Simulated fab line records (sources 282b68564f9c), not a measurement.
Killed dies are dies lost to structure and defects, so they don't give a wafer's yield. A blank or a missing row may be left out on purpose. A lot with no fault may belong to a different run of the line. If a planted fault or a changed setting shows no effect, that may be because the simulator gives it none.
fab line records / flow rit_cmos
record: lots: 13 wafers: 39 last_day: 7
route steps=202 shown NLDD@112 PLDD@124
lots with no fault: from the same line, run without faults
start_h: hours from the record's first day to the start of the lot's first wafer shown / wait_h: hours from the lot's prior step to this one / " the same as in the row above / L1.1+2: a single row standing in for several wafers / - no value, or no start given / * or withheld: withheld / < > ~ a bound
route shown NAME@n: a module of which the file shows steps, and the number in the route of the first / usual: mean and standard deviation over wafers with no fault / same: alike in all rows / chamber/n: place in a boat / sites: readings site by site / _std_site: the standard deviation of these / _edge_site: mean of outer sites minus mean of inner sites / radius_mm: how far each site lies from the wafer's centre / mask NAME#n: copy n / behind: the tool/chamber that last shaped the wafer / hold: what put the lot on hold/how long, in hours/how the hold closed / device: which transistor (n, p or np) failed to switch / end of line: tests of these same wafers at the route's end / where a step has no rows: the recipe by itself / killed: at the first sort, the dies lost to defects and structure; wafer yield is something else / map: dies across one wafer; x = killed, . = not, _ = none there
set.NAME: the setting as run; set.NAME@STEP: as run at that earlier step / model.NAME: the simulator's own value behind a step, which no gauge read
the route's steps for a sample of lots (tables are steps, rows are wafers)
services: a tool's chamber out of use, with start hour (start_h, from the record's first day; less than 0 if before it), hours out, and reason
== steps ==
step: RIT_NLDD_STRIP_09
recipe: chemistry: O2 time_s: 180 resist: NOVOLAK platen_temp_c: withheld power_w: 500 pressure_mtorr: 4000 o2_flow_sccm: 4000
usual: drypump_motor_current_A: 5.8/0.31 rf_refl_power_W: 7.2/0.74 run_length_s: 208.5/0.55
lot.wafer=L801.2 tool=plasma_asher-03 chamber=1 start_h=44.98 wait_h=0.1 drypump_motor_current_A=6.0 rf_hours_counter_h=40 rf_refl_power_W=8.0 run_length_s=208.5
lot.wafer=L801.5 tool=plasma_asher-03 chamber=1 start_h=44.98 wait_h=0.1 drypump_motor_current_A=6.0 rf_hours_counter_h=- rf_refl_power_W=8.1 run_length_s=208.9
lot.wafer=L801.6 tool=plasma_asher-03 chamber=0 start_h=44.98 wait_h=0.1 drypump_motor_current_A=6.1 rf_hours_counter_h=- rf_refl_power_W=7.7 run_length_s=209.2
lot.wafer=L802.2 tool=plasma_asher-03 chamber=1 start_h=51.73 wait_h=0.1 drypump_motor_current_A=6.0 rf_hours_counter_h=40 rf_refl_power_W=7.7 run_length_s=208.9
lot.wafer=L802.3 tool=plasma_asher-03 chamber=0 start_h=51.73 wait_h=0.1 drypump_motor_current_A=6.1 rf_hours_counter_h=- rf_refl_power_W=8.0 run_length_s=208.8
lot.wafer=L802.5 tool=plasma_asher-03 chamber=1 start_h=51.73 wait_h=0.1 drypump_motor_current_A=6.0 rf_hours_counter_h=- rf_refl_power_W=8.0 run_length_s=208.7
lot.wafer=L803.2 tool=plasma_asher-02 chamber=1 start_h=54.08 wait_h=0.1 drypump_motor_current_A=5.3 rf_hours_counter_h=25 rf_refl_power_W=6.2 run_length_s=208.2
lot.wafer=L803.3 tool=plasma_asher-02 chamber=0 start_h=54.08 wait_h=0.1 drypump_motor_current_A=6.0 rf_hours_counter_h=- rf_refl_power_W=7.2 run_length_s=208.5
lot.wafer=L803.6 tool=plasma_asher-02 chamber=1 start_h=54.08 wait_h=0.1 drypump_motor_current_A=5.3 rf_hours_counter_h=- rf_refl_power_W=6.2 run_length_s=207.9
lot.wafer=L804.2 tool=plasma_asher-02 chamber=1 start_h=61.34 wait_h=0.1 drypump_motor_current_A=5.3 rf_hours_counter_h=26 rf_refl_power_W=6.3 run_length_s=207.7
lot.wafer=L804.4 tool=plasma_asher-02 chamber=0 start_h=61.34 wait_h=0.1 drypump_motor_current_A=6.0 rf_hours_counter_h=- rf_refl_power_W=7.2 run_length_s=209.0
lot.wafer=L804.5 tool=plasma_asher-02 chamber=1 start_h=61.34 wait_h=0.1 drypump_motor_current_A=5.3 rf_hours_counter_h=- rf_refl_power_W=6.2 run_length_s=207.7
lot.wafer=L805.1 tool=plasma_asher-03 chamber=1 start_h=65.50 wait_h=0.1 drypump_motor_current_A=6.0 rf_hours_counter_h=42 rf_refl_power_W=8.1 run_length_s=208.4
lot.wafer=L805.3 tool=plasma_asher-03 chamber=0 start_h=65.50 wait_h=0.1 drypump_motor_current_A=6.1 rf_hours_counter_h=- rf_refl_power_W=7.9 run_length_s=208.8
lot.wafer=L805.6 tool=plasma_asher-03 chamber=0 start_h=65.50 wait_h=0.1 drypump_motor_current_A=6.1 rf_hours_counter_h=- rf_refl_power_W=7.6 run_length_s=208.8
lot.wafer=L806.2 tool=plasma_asher-02 chamber=1 start_h=69.05 wait_h=0.1 drypump_motor_current_A=5.3 rf_hours_counter_h=27 rf_refl_power_W=6.2 run_length_s=207.8
lot.wafer=L806.5 tool=plasma_asher-02 chamber=1 start_h=69.05 wait_h=0.1 drypump_motor_current_A=5.3 rf_hours_counter_h=- rf_refl_power_W=6.0 run_length_s=207.7
lot.wafer=L806.6 tool=plasma_asher-02 chamber=0 start_h=69.05 wait_h=0.1 drypump_motor_current_A=6.0 rf_hours_counter_h=- rf_refl_power_W=7.4 run_length_s=208.5
lot.wafer=L809.3 tool=plasma_asher-03 chamber=1 start_h=82.73 wait_h=0.1 drypump_motor_current_A=6.0 rf_hours_counter_h=- rf_refl_power_W=7.8 run_length_s=208.4
lot.wafer=L809.5 tool=plasma_asher-03 chamber=1 start_h=82.73 wait_h=0.1 drypump_motor_current_A=6.0 rf_hours_counter_h=- rf_refl_power_W=7.9 run_length_s=208.6
lot.wafer=L809.6 tool=plasma_asher-03 chamber=0 start_h=82.73 wait_h=0.1 drypump_motor_current_A=6.1 rf_hours_counter_h=- rf_refl_power_W=8.1 run_length_s=208.9
lot.wafer=L811.2 tool=plasma_asher-02 chamber=1 start_h=96.77 wait_h=0.1 drypump_motor_current_A=5.3 rf_hours_counter_h=30 rf_refl_power_W=6.3 run_length_s=207.5
lot.wafer=L811.4 tool=plasma_asher-02 chamber=1 start_h=96.77 wait_h=0.1 drypump_motor_current_A=5.3 rf_hours_counter_h=- rf_refl_power_W=6.4 run_length_s=207.8
lot.wafer=L811.5 tool=plasma_asher-02 chamber=0 start_h=96.77 wait_h=0.1 drypump_motor_current_A=6.0 rf_hours_counter_h=- rf_refl_power_W=7.3 run_length_s=209.1
lot.wafer=L813.1 tool=plasma_asher-02 chamber=1 start_h=102.15 wait_h=0.1 drypump_motor_current_A=5.3 rf_hours_counter_h=30 rf_refl_power_W=6.2 run_length_s=72.7
lot.wafer=L813.3 tool=plasma_asher-02 chamber=0 start_h=102.15 wait_h=0.1 drypump_motor_current_A=6.0 rf_hours_counter_h=- rf_refl_power_W=7.1 run_length_s=72.6
lot.wafer=L813.5 tool=plasma_asher-02 chamber=1 start_h=102.15 wait_h=0.1 drypump_motor_current_A=5.3 rf_hours_counter_h=- rf_refl_power_W=6.3 run_length_s=72.2
lot.wafer=L814.3 tool=plasma_asher-03 chamber=1 start_h=106.59 wait_h=0.1 drypump_motor_current_A=6.0 rf_hours_counter_h=- rf_refl_power_W=7.7 run_length_s=208.6
lot.wafer=L814.4 tool=plasma_asher-03 chamber=0 start_h=106.59 wait_h=0.1 drypump_motor_current_A=6.1 rf_hours_counter_h=- rf_refl_power_W=7.6 run_length_s=208.7
lot.wafer=L814.5 tool=plasma_asher-03 chamber=0 start_h=106.59 wait_h=0.1 drypump_motor_current_A=6.1 rf_hours_counter_h=- rf_refl_power_W=7.7 run_length_s=209.1
lot.wafer=L821.3 tool=plasma_asher-03 chamber=1 start_h=142.12 wait_h=0.1 drypump_motor_current_A=5.9 rf_hours_counter_h=- rf_refl_power_W=8.2 run_length_s=208.4
lot.wafer=L821.5 tool=plasma_asher-03 chamber=1 start_h=142.12 wait_h=0.1 drypump_motor_current_A=6.0 rf_hours_counter_h=- rf_refl_power_W=8.1 run_length_s=209.1
lot.wafer=L821.6 tool=plasma_asher-03 chamber=0 start_h=142.12 wait_h=0.1 drypump_motor_current_A=6.1 rf_hours_counter_h=- rf_refl_power_W=8.1 run_length_s=209.1
lot.wafer=L823.1 tool=plasma_asher-02 chamber=0 start_h=154.27 wait_h=0.1 drypump_motor_current_A=6.0 rf_hours_counter_h=36 rf_refl_power_W=7.2 run_length_s=208.4
lot.wafer=L823.3 tool=plasma_asher-02 chamber=1 start_h=154.27 wait_h=0.1 drypump_motor_current_A=5.3 rf_hours_counter_h=- rf_refl_power_W=6.1 run_length_s=207.8
lot.wafer=L823.4 tool=plasma_asher-02 chamber=0 start_h=154.27 wait_h=0.1 drypump_motor_current_A=6.0 rf_hours_counter_h=- rf_refl_power_W=7.3 run_length_s=208.7
lot.wafer=L824.3 tool=plasma_asher-04 chamber=1 start_h=162.13 wait_h=0.1 drypump_motor_current_A=5.8 rf_hours_counter_h=- rf_refl_power_W=7.9 run_length_s=208.4
lot.wafer=L824.4 tool=plasma_asher-04 chamber=0 start_h=162.13 wait_h=0.1 drypump_motor_current_A=5.7 rf_hours_counter_h=- rf_refl_power_W=6.5 run_length_s=209.1
lot.wafer=L824.6 tool=plasma_asher-04 chamber=1 start_h=162.13 wait_h=0.1 drypump_motor_current_A=5.8 rf_hours_counter_h=- rf_refl_power_W=7.9 run_length_s=208.8
step: RIT_PLDD_TW_MEAS_10
usual: PLDD_TW: 2365/11
lot.wafer=L801.2 tool=film_metro-02 chamber=- start_h=46.71 wait_h=0.1 PLDD_TW=2361
lot.wafer=L801.5 tool=film_metro-02 chamber=- start_h=46.71 wait_h=0.1 PLDD_TW=2360
lot.wafer=L801.6 tool=film_metro-02 chamber=- start_h=46.71 wait_h=0.1 PLDD_TW=2363
lot.wafer=L802.2 tool=film_metro-02 chamber=- start_h=53.54 wait_h=0.1 PLDD_TW=2369
lot.wafer=L802.3 tool=film_metro-02 chamber=- start_h=53.54 wait_h=0.1 PLDD_TW=2347
lot.wafer=L802.5 tool=film_metro-02 chamber=- start_h=53.54 wait_h=0.1 PLDD_TW=2353
lot.wafer=L803.2 tool=film_metro-03 chamber=- start_h=55.69 wait_h=0.1 PLDD_TW=2363
lot.wafer=L803.3 tool=film_metro-03 chamber=- start_h=55.69 wait_h=0.1 PLDD_TW=2370
lot.wafer=L803.6 tool=film_metro-03 chamber=- start_h=55.69 wait_h=0.1 PLDD_TW=2375
lot.wafer=L804.2 tool=film_metro-01 chamber=- start_h=62.94 wait_h=0.1 PLDD_TW=2363
lot.wafer=L804.4 tool=film_metro-01 chamber=- start_h=62.94 wait_h=0.1 PLDD_TW=2357
lot.wafer=L804.5 tool=film_metro-01 chamber=- start_h=62.94 wait_h=0.1 PLDD_TW=2357
lot.wafer=L805.1 tool=film_metro-01 chamber=- start_h=67.26 wait_h=0.1 PLDD_TW=2361
lot.wafer=L805.3 tool=film_metro-01 chamber=- start_h=67.26 wait_h=0.1 PLDD_TW=2350
lot.wafer=L805.6 tool=film_metro-01 chamber=- start_h=67.26 wait_h=0.1 PLDD_TW=2351
lot.wafer=L806.2 tool=film_metro-03 chamber=- start_h=70.66 wait_h=0.1 PLDD_TW=2360
lot.wafer=L806.5 tool=film_metro-03 chamber=- start_h=70.66 wait_h=0.1 PLDD_TW=2348
lot.wafer=L806.6 tool=film_metro-03 chamber=- start_h=70.66 wait_h=0.1 PLDD_TW=2357
lot.wafer=L809.3 tool=film_metro-01 chamber=- start_h=84.42 wait_h=0.1 PLDD_TW=2375
lot.wafer=L809.5 tool=film_metro-01 chamber=- start_h=84.42 wait_h=0.1 PLDD_TW=2374
lot.wafer=L809.6 tool=film_metro-01 chamber=- start_h=84.42 wait_h=0.1 PLDD_TW=2374
lot.wafer=L811.2 tool=film_metro-02 chamber=- start_h=98.50 wait_h=0.1 PLDD_TW=2366
lot.wafer=L811.4 tool=film_metro-02 chamber=- start_h=98.50 wait_h=0.1 PLDD_TW=2379
lot.wafer=L811.5 tool=film_metro-02 chamber=- start_h=98.50 wait_h=0.1 PLDD_TW=2376
lot.wafer=L813.1 tool=film_metro-03 chamber=- start_h=104.04 wait_h=0.1 PLDD_TW=30
lot.wafer=L813.3 tool=film_metro-03 chamber=- start_h=104.04 wait_h=0.1 PLDD_TW=30
lot.wafer=L813.5 tool=film_metro-03 chamber=- start_h=104.04 wait_h=0.1 PLDD_TW=30
lot.wafer=L814.3 tool=film_metro-02 chamber=- start_h=108.18 wait_h=0.1 PLDD_TW=2371
lot.wafer=L814.4 tool=film_metro-02 chamber=- start_h=108.18 wait_h=0.1 PLDD_TW=2373
lot.wafer=L814.5 tool=film_metro-02 chamber=- start_h=108.18 wait_h=0.1 PLDD_TW=2364
lot.wafer=L821.3 tool=film_metro-03 chamber=- start_h=143.68 wait_h=0.1 PLDD_TW=2338
lot.wafer=L821.5 tool=film_metro-03 chamber=- start_h=143.68 wait_h=0.1 PLDD_TW=2361
lot.wafer=L821.6 tool=film_metro-03 chamber=- start_h=143.68 wait_h=0.1 PLDD_TW=2352
lot.wafer=L823.1 tool=film_metro-01 chamber=- start_h=156.06 wait_h=0.1 PLDD_TW=2364
lot.wafer=L823.3 tool=film_metro-01 chamber=- start_h=156.06 wait_h=0.1 PLDD_TW=2360
lot.wafer=L823.4 tool=film_metro-01 chamber=- start_h=156.06 wait_h=0.1 PLDD_TW=2382
lot.wafer=L824.3 tool=film_metro-03 chamber=- start_h=163.69 wait_h=0.1 PLDD_TW=2367
lot.wafer=L824.4 tool=film_metro-03 chamber=- start_h=163.69 wait_h=0.1 PLDD_TW=2361
lot.wafer=L824.6 tool=film_metro-03 chamber=- start_h=163.69 wait_h=0.1 PLDD_TW=2367
== services ==
tool=plasma_asher-02 chamber=- start_h=33.23 hours=0.7 kind=repair
tool=plasma_asher-04 chamber=- start_h=108.81 hours=9.0 kind=pm
tool=plasma_asher-04 chamber=0 start_h=108.81 hours=9.0 kind=vent_cycle
tool=plasma_asher-04 chamber=1 start_h=108.81 hours=9.0 kind=vent_cycle
tool=plasma_asher-02 chamber=- start_h=116.39 hours=3.3 kind=repair
tool=plasma_asher-04 chamber=0 start_h=117.81 hours=- kind=clean
tool=plasma_asher-04 chamber=1 start_h=117.81 hours=- kind=clean
tool=plasma_asher-04 chamber=- start_h=153.94 hours=2.8 kind=pm
== key ==
first_sign: step: RIT_NLDD_STRIP_09 reading: run_length_s direction: down sigmas: 99+ usual: * struck: *
effect: step: RIT_PLDD_TW_MEAS_10 reading: PLDD_TW direction: down sigmas: 99+ usual: 2365 struck: 30
met_at RIT_NLDD_STRIP_09
struck_lots L813
sort_left_out L813.1,L813.3,L813.5
tester_left_out L813
onset_between 96.77 102.15
fault: kind: strip_aborted tool: plasma_asher-02 chamber: - onset_h: 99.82 steps: RIT_NLDD_STRIP_09 offset: 0.6 end_h: 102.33
tester_left_out: of these lots the tester's yield and bins aren't shown, on N5 and GAA mostly nor the transistor test; their killed dies are dies lost to structure and defects alone, not to doping, threshold or leakage, so they don't give the yield
sort_left_out: the simulated sort isn't trusted on such a fault, so these wafers' sort isn't shown, and their yield isn't known
